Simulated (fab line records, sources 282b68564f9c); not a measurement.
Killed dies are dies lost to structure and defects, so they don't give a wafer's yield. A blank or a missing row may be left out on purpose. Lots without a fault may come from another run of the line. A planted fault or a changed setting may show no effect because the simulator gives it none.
Split-lot experiment | flow rit_cmos | 5 lots, 15 wafers read, on a route of 202 steps

THE SPLIT
At RIT_GATE_DEVELOP_15 (develop time 50 s), the setting dev_temp_c was moved away from the recipe's 23 C on 7 of the 15 wafers read, by -9.6% to +6.9%. The other wafers ran this setting at the recipe's value.

FROM THE SPLIT TO THE READING: what the file shows between them, 8 steps
- RIT_REOX_OXIDATION_03: target thk 25.2 nm, ox time 5580 s (also split here: ox_time_s)
- RIT_REOX_THK_MEAS_04
- RIT_NLDD_COAT_01: resist thk 1000 nm (also split here: spin_rpm)
- RIT_NLDD_SOFTBAKE_02: time 60 s
- RIT_NLDD_EXPOSE_03: exposes mask M7, target cd 40700 nm
- RIT_NLDD_DEVELOP_05: develop time 50 s
- RIT_NLDD_HARDBAKE_07: time 60 s
- RIT_NLDD_IMPLANT_08 (also split here: dose_cm2)

THE READING
etest.nmos_0p15.drive_ua_um (the simulator's own value, which no gauge read), at RIT_M1_PROBE_99. The file gives no usual value for it. The 8 wafers here that ran the recipe average 460.7, standard deviation 45.

wafer  | tool, chamber at the split | dev_temp_c as run, C | against the recipe | etest.nmos_0p15.drive_ua_um | against lot-mates on the recipe
L074.1 | litho_track-03, 0          | 24.58                | +6.9%              | 428.8                       | -36.2
L074.2 | litho_track-03, 0          | 24.58                | +6.9%              | 426.2                       | -38.8
L074.3 | litho_track-03, 0          | 23                   | recipe             | 459.6                       | -
L074.4 | litho_track-03, 0          | 24.58                | +6.9%              | 422.6                       | -42.4
L074.6 | litho_track-03, 0          | 23                   | recipe             | 470.4                       | -
L076.2 | litho_track-03, 0          | 23                   | recipe             | 467.2                       | -
L076.4 | litho_track-03, 0          | 23                   | recipe             | 476.7                       | -
L076.6 | litho_track-03, 0          | 23                   | recipe             | 469.8                       | -
L078.1 | litho_track-03, 0          | 23                   | recipe             | 547.2                       | -
L079.1 | litho_track-02, 0          | 21.75                | -5.4%              | 416.8                       | +19.6
L079.2 | litho_track-02, 0          | 21.75                | -5.4%              | 434                         | +36.8
L079.4 | litho_track-02, 0          | 21.75                | -5.4%              | 432.8                       | +35.6
L079.5 | litho_track-02, 0          | 23                   | recipe             | 404.5                       | -
L079.6 | litho_track-02, 0          | 23                   | recipe             | 389.9                       | -
L083.3 | litho_track-02, 0          | 20.79                | -9.6%              | 438                         | no lot-mate on the recipe

THE FIT
A straight line over all 15 wafers: etest.nmos_0p15.drive_ua_um changes by -0.138 for each +1% of dev_temp_c; r = -0.02; the points scatter about the line by 40.
The same after taking each lot's own level away (the mean of its wafers on the recipe; 14 wafers): -5.67 for each +1%; r = -0.97; scatter 5.9.
On that fit, the largest move of dev_temp_c shifts the reading by 55.
The lots' own levels span 397.20 to 547.20, that is 3.3 times the standard deviation above.
So the lot-to-lot level blurs the effect unless lot-mates are compared.
Check: with one of the wafers moved furthest among these (+6.9%) left out of the fit, the line predicts -40.1 for it against its lot-mates. It came out at -36.2 against them.

OTHER SPLITS ON THESE WAFERS
These wafers also went through other splits before the reading. Each is held against what the fit with the lots' levels taken away leaves over:
other split on the same wafers   | wafers away from the commonest value | r with etest.nmos_0p15.drive_ua_um (lot level and that fit taken away)
RIT_ACTIVE_CVD_03 temp_c         | 2                                    | +0.00
RIT_ACTIVE_HARDBAKE_12 temp_c    | 4                                    | +0.33
RIT_PWELL_IMPLANT_08 energy_kev  | 4                                    | +0.56
RIT_NRETRO_COAT_01 spin_rpm      | 7                                    | -0.27
RIT_NRETRO_IMPLANT_08 energy_kev | 4                                    | +0.16
RIT_PRETRO_COAT_01 resist_thk_nm | 6                                    | +0.23
RIT_GATE_OXIDATION_05 temp_c     | 7                                    | -0.01
RIT_GATE_CVD_08 pressure_mtorr   | 10                                   | +0.00
RIT_REOX_OXIDATION_03 ox_time_s  | 10                                   | +0.01
RIT_NLDD_COAT_01 spin_rpm        | 4                                    | -0.07
RIT_NLDD_IMPLANT_08 dose_cm2     | 6                                    | +0.35

THE WHOLE CHAIN: every reading that the file lists as answering this split, in the file's order
step            | what it does | reading                                                                      | change (the file's fit)           | r (the file's)
RIT_M1_PROBE_99 |              | etest.pmos_0p15.r_on_ohm_um (the simulator's own value, which no gauge read) | +29.8 for each +1% of the setting | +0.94
RIT_M1_PROBE_99 |              | etest.nmos_0p15.drive_ua_um (the simulator's own value, which no gauge read) | -5.68 for each +1% of the setting | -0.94

THE FILE'S OWN FIT
etest.nmos_0p15.drive_ua_um changes by -5.68 for each +1% of dev_temp_c, r = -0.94.
